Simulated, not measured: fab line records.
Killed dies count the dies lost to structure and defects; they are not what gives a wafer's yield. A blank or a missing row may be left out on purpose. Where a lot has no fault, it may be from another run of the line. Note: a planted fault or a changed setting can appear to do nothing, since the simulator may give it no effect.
Problem report, 8D (eight disciplines) form, completed by code	flow rit_cmos	the parts of the form that need people (team, actions taken, sign-off) are left out

1. THE ISSUE
run_length_s at RIT_SPACER_ETCHBACK_05 reads a mean of 239.7 s on 6 wafers of 2 lots; wafers without a fault read 268.3 s with a standard deviation of 0.38. That is -75 standard deviations from the usual mean.
The step: etches Si3N4 in SF6/CHF3, stops on SiO2, target depth 250 nm, time 240 s.
Earliest sighting: wafer L244.1 on rie_diel-03 at day 5 22:35. At this step, 18 wafers from 6 lots have a number in the record. By rule, "out" or "out of limits" means more than 4 standard deviations away from the usual mean. The other wafers with a number count as sound.

2. WHAT IT IS AND WHAT IT IS NOT
question	is	is not
which readings at this step	run_length_s, oes_product_au	SF6_flow_sccm, drypump_motor_current_A, throttle_valve_pct
which lots	L243, L244	L237, L240, L247, L254
which wafers of those lots	all that have a number	-
read on which tools	rie_diel-03	rie_diel-04
when	from day 5 22:35	up to then (6 sound wafers); but 6 sound wafers of L247, L254 came after

3. SUSPECTS, AND WHAT RULES EACH OUT
Counting: any tool at a process step up to the reading is kept as a suspect provided that every lot that is out went through it and no sound lot did after the first of them.
- rie_diel-03 at RIT_SPACER_ETCHBACK_05 (etches Si3N4 in SF6/CHF3, stops on SiO2, target depth 250 nm, time 240 s): kept. It processed each lot that is out, first L244 at day 5 22:35, and no sound lot thereafter; up to then, the last sound lot it processed was L240 at day 4 23:25. Out on those wafers are its own readings of oes_product_au, run_length_s.
The count leaves rie_diel-03 at RIT_SPACER_ETCHBACK_05.

4. THE CAUSE (what the simulator had put in)
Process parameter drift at RIT_SPACER_ETCHBACK_05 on rie_diel-03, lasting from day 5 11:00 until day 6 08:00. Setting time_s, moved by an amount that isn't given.
Counting left only this tool.

5. THE CHAIN OF EFFECTS, in route order
Each row: a reading whose mean over the struck wafers that have a number lies more than 3 standard deviations from the usual. Only readings whose record carries a usual standard deviation are examined. hours: median over the lots of the time between each lot's start at the first step of this table that gives one and its start at this step. sigmas: the change, counted in usual standard deviations.
hours	step	reading	usual	on struck wafers	change	sigmas
0	RIT_SPACER_ETCHBACK_05	oes_product_au	0.835 a.u.	0.962	+0.127	+11
0	RIT_SPACER_ETCHBACK_05	run_length_s	268.3 s	239.7	-28.6	-75
Here are the process steps it includes:
- RIT_SPACER_ETCHBACK_05: etches Si3N4 in SF6/CHF3, stops on SiO2, target depth 250 nm, time 240 s.
At these later measuring or inspecting steps, every struck wafer for which the step has a row has a number for every such reading, and none has moved that far: RIT_NSD_OVL_MEAS_06, RIT_NSD_TW_MEAS_10, RIT_PSD_OVL_MEAS_06, RIT_PSD_TW_MEAS_10, RIT_SDANNEAL_RS_MEAS_04, RIT_SDANNEAL_RS_MEAS_05, RIT_SDANNEAL_RS_MEAS_06.

6. WHAT WOULD HAVE CAUGHT IT SOONER
12 hours passed between the start of the fault at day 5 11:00 and the first reading out of limits in this record, taken at day 5 22:35.
